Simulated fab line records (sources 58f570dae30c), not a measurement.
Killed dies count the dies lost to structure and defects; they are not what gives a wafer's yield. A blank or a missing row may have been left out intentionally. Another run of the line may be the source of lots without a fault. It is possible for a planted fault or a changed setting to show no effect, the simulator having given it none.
Split-lot trial ; flow berkeley-cmos170 ; 23 wafers read across 5 lots, on a route 331 steps long

THE SPLIT
At UCB170_M1_SPUTTER_00 (material Al, target thk 600 nm, time 80 s), the setting time-s was moved away from the recipe's 80 s on 7 of the 23 wafers read, by -4.6% to +13.4%. The other wafers ran this setting at the recipe's value.

BETWEEN THE SPLIT AND THE READING: the file shows 1 step in between
- UCB170_M1_RS_MEAS_01: measures by four-point-probe

THE READING
M1_AL_THK, in nm, at UCB170_M1_THK_MEAS_02 (measures by xrf). Typical for fault-free wafers on this fab line: 602 nm, with standard deviation 7.2 nm.

wafer;tool, chamber at the split;time-s as run, s;against the recipe;M1_AL_THK, nm;against lot-mates on the recipe
L075.3;pvd-sputter-02, -;80;recipe;616;-
L075.4;pvd-sputter-02, -;80;recipe;595;-
L075.6;pvd-sputter-02, -;80;recipe;593;-
L078.1;pvd-sputter-03, -;88.43;+10.5%;665;+68
L078.2;pvd-sputter-03, -;80;recipe;595;-
L078.3;pvd-sputter-03, -;88.43;+10.5%;677;+80
L078.4;pvd-sputter-03, -;80;recipe;599;-
L078.6;pvd-sputter-03, -;88.43;+10.5%;671;+74
L080.1;pvd-sputter-01, -;80;recipe;600;-
L080.2;pvd-sputter-01, -;76.3;-4.6%;574;-28
L080.4;pvd-sputter-01, -;80;recipe;604;-
L080.5;pvd-sputter-01, -;76.3;-4.6%;578;-24
L080.6;pvd-sputter-01, -;80;recipe;601;-
L076.2;pvd-sputter-02, -;80;recipe;602;-
L076.3;pvd-sputter-02, -;80;recipe;594;-
L076.4;pvd-sputter-02, -;80;recipe;600;-
L076.5;pvd-sputter-02, -;80;recipe;596;-
L076.6;pvd-sputter-02, -;80;recipe;620;-
L083.1;pvd-sputter-02, -;90.71;+13.4%;675;+63
L083.2;pvd-sputter-02, -;90.71;+13.4%;672;+60
L083.4;pvd-sputter-02, -;80;recipe;618;-
L083.5;pvd-sputter-02, -;80;recipe;615;-
L083.6;pvd-sputter-02, -;80;recipe;602;-

THE FIT
A straight line over all 23 wafers: M1_AL_THK changes by +5.82 nm for each +1% of time-s; r = +0.97; the points scatter about the line by 8.6 nm.
The same after taking each lot's own level away (the mean of its wafers on the recipe; 23 wafers): +5.73 nm for each +1%; r = +0.95; scatter 9.7 nm.
According to that fit, moving time-s by its largest amount changes the reading by 77 nm.
Measured against the standard deviation above, the lots' own levels, which go from 597.0 to 611.7 nm, span 2.0 times it.
Consequently the slope shifts little with the lot-to-lot level, the two slopes agreeing.
Check: for one of the wafers moved furthest among these (+13.4%), held out of the fit, the line's prediction against its lot-mates is +81.7 nm. It came out at +63.3 nm against them.

THE OTHER SPLITS THESE WAFERS WENT THROUGH
These wafers also went through other splits before the reading. Each is held against what the fit with the lots' levels taken away leaves over:
other split on the same wafers;wafers away from the commonest value;r with M1_AL_THK (lot level and that fit taken away)
UCB170_NLDD_COAT_01 resist-thk-nm;7;-0.15
UCB170_SPACER_CVD_00 time-s;5;+0.00
UCB170_PSD_PEB_04 peb-temp-c;7;+0.15
UCB170_NSD_COAT_01 resist-thk-nm;5;+0.30
UCB170_BACKSIDE_STRIP_03 power-w;6;-0.18
UCB170_CONTACT_ETCH_18 time-s;10;+0.00

THE WHOLE CHAIN: every reading that the file lists as answering this split, in the file's order
step;what it does;reading;change (the file's fit);r (the file's)
UCB170_M1_SPUTTER_00;material Al, target thk 600 nm, time 80 s;Al_of_M1_SPUTTER_00.thk-nm (the simulator's own value, which no gauge read);+5.52 nm for each +1% of the setting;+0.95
UCB170_M1_RS_MEAS_01;measures by four-point-probe;M1_AL_RS;-0.000412 for each +1% of the setting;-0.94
UCB170_M1_THK_MEAS_02;measures by xrf;M1_AL_THK;+5.55 for each +1% of the setting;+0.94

THE FILE'S OWN FIT
M1_AL_THK changes by +5.55 nm for each +1% of time-s, r = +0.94.
